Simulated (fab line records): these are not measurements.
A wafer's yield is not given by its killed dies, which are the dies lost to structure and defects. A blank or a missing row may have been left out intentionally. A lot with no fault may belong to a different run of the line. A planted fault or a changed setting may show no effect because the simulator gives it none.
A struck lot beside a sound one / flow rit_cmos / 14 steps out of a route of 202
Sound: these wafers, L555.2, L555.4, L555.6. Wafers L550.1, L550.5, L550.6 were the ones struck. The cause is given at the end.
For every step that has rows: the tool of each side, followed by ch and its chambers, followed by its first start. Under that, the readings that differ: sound wafers / struck wafers / difference of the means / sigmas: that difference in standard deviations of wafers without a fault.
alike: readings with means less than 2 such deviations apart, plus words and numbers identical on both sides. not compared: withheld readings, readings lacking a value on some wafer, bounds such as >300 that could conceal the same value, and numbers that have no deviation in the record and whose values overlap.
Wherever a step has rows on one side only, a row that says differs or no value, or a row with sigmas, the two part there. When numbers do not overlap yet have no deviation, they are printed without sigmas and do not part them. A reading that every wafer of one side lacks parts them only if that side has two wafers or more.

RIT_SILICIDE_RS_MEAS_02: the measuring method here is four-point-probe.
  sound on film_metro-04, day 7 03:58; struck on film_metro-02, day 6 03:17
  alike: SILICIDE_TI_RS
RIT_SILICIDE_THK_MEAS_03: measures by xrf.
  sound on film_metro-04, day 7 04:04; struck on film_metro-02, day 6 03:25
  alike: SILICIDE_TI_THK
RIT_SILICIDE_RTA_04: time 10 s, ramp up 5 s, ramp down 5 s.
  sound on rtp_anneal-02 ch 0, day 7 04:08; struck on rtp_anneal-01 ch 0, day 6 03:28
  alike: anneal_temp_c_max, wafer_temp_C_max
then, 1 step without rows for these wafers: RIT_SILICIDE_WET_ETCH_05 (etches Ti in SPM, time 120 s).
RIT_SILICIDE_RTA_06: time 10 s, ramp up 5 s, ramp down 10 s.
  sound on rtp_anneal-01 ch 0, day 7 04:14; struck on rtp_anneal-02 ch 0, day 6 03:35
  alike: anneal_temp_c_max, wafer_temp_C_max
RIT_CONTACT_CVD_00: deposits SiO2 from TEOS, target thk 400 nm, time 61 s.
  sound on pecvd-04 ch 0,1, day 7 04:18; struck on pecvd-01 ch 0,1, day 6 03:38
  alike: heater_power_w
RIT_CONTACT_THK_MEAS_01:
  sound on film_metro-03, day 7 04:22; struck on film_metro-02, day 6 03:41
  alike: CONTACT_TEOS_THK
then, 5 steps without rows for these wafers: RIT_CONTACT_HMDS_02 (prime time 60 s); RIT_CONTACT_COAT_03 (resist thk 1000 nm); RIT_CONTACT_SOFTBAKE_04 (time 60 s); RIT_CONTACT_EXPOSE_05 (exposes mask M11, target cd 1000 nm); RIT_CONTACT_PEB_06.
RIT_CONTACT_DEVELOP_07: develop time 120 s.
  sound on litho_track-01 ch 0, day 7 05:00; struck on litho_track-02, day 6 04:00
  no value came back on the struck wafers for chill_plate_temp_C (C), develop_time_s (s); on the sound wafers chill_plate_temp_C (C) reads 23.38 23.26 23.20
RIT_CONTACT_CD_MEAS_08: the cd target is 1000 nm.
  sound on cd_sem-01, day 7 05:24; struck on cd_sem-02, day 6 05:00
reading=cd_nm (nm); sound=1000.3 1002.3 1000.7; struck=- - -; difference=no value on the struck wafers; sigmas=

== WHERE THEY PART ==
At RIT_CONTACT_DEVELOP_07 first; at RIT_CONTACT_CD_MEAS_08 last (within this record only).

WHY: whatever the simulator had introduced
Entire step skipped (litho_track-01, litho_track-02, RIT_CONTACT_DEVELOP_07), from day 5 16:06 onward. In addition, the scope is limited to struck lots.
